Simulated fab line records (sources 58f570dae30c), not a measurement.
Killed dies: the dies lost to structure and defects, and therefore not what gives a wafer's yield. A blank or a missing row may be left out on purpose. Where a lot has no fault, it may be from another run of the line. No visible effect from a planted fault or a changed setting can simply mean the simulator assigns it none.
Which of the tools did it?    flow berkeleyCmos170    7 lots, 21 wafers sampled, at 1 step of a route of 331

== WHAT THE GAUGES SHOWED, per wafer ==
UCB170_ACTIVE_OVL_MEAS_14.
lot   measured     on          ACTIVE_OVL (nm)
L956  day 5 02:21  overlay-01  5 5 16
L961  day 5 18:00  overlay-02  -2 -8 -6
L967  day 7 12:49  overlay-02  5 3 0
L971  day 8 08:31  overlay-01  5 0 4
L973  day 9 05:58  overlay-02  2 -2 3
L976  day 9 14:14  overlay-01  -4 -12 -6
L975  day 9 15:08  overlay-01  -10 -8 -4

== WHICH TOOL RAN EACH LOT (tool, then ch and the chambers of the sampled wafers, then the start) ==
The record holds no process step before these readings.

== THE ANSWER, worked out from the rows above alone ==
Rule: usual is defined by the lots themselves. The widest of any qualifying gaps counts: lots, ordered by their means at a reading, are off when they make up no more than a third of the lots, leave a main group of 4 or more, and stand apart from it by 3 or more times the standard deviation of that group's means. The tables above print the reading to a certain number of digits; a main group whose means all agree to those digits is not used. Also off: a lot with no number at a reading for which 4 or more lots have one. Any other lot the step has rows for is counted as sound.
No lot is off at any reading shown: from this, nothing can be told.

== WHAT HAD BEEN PUT IN BY THE SIMULATOR ==
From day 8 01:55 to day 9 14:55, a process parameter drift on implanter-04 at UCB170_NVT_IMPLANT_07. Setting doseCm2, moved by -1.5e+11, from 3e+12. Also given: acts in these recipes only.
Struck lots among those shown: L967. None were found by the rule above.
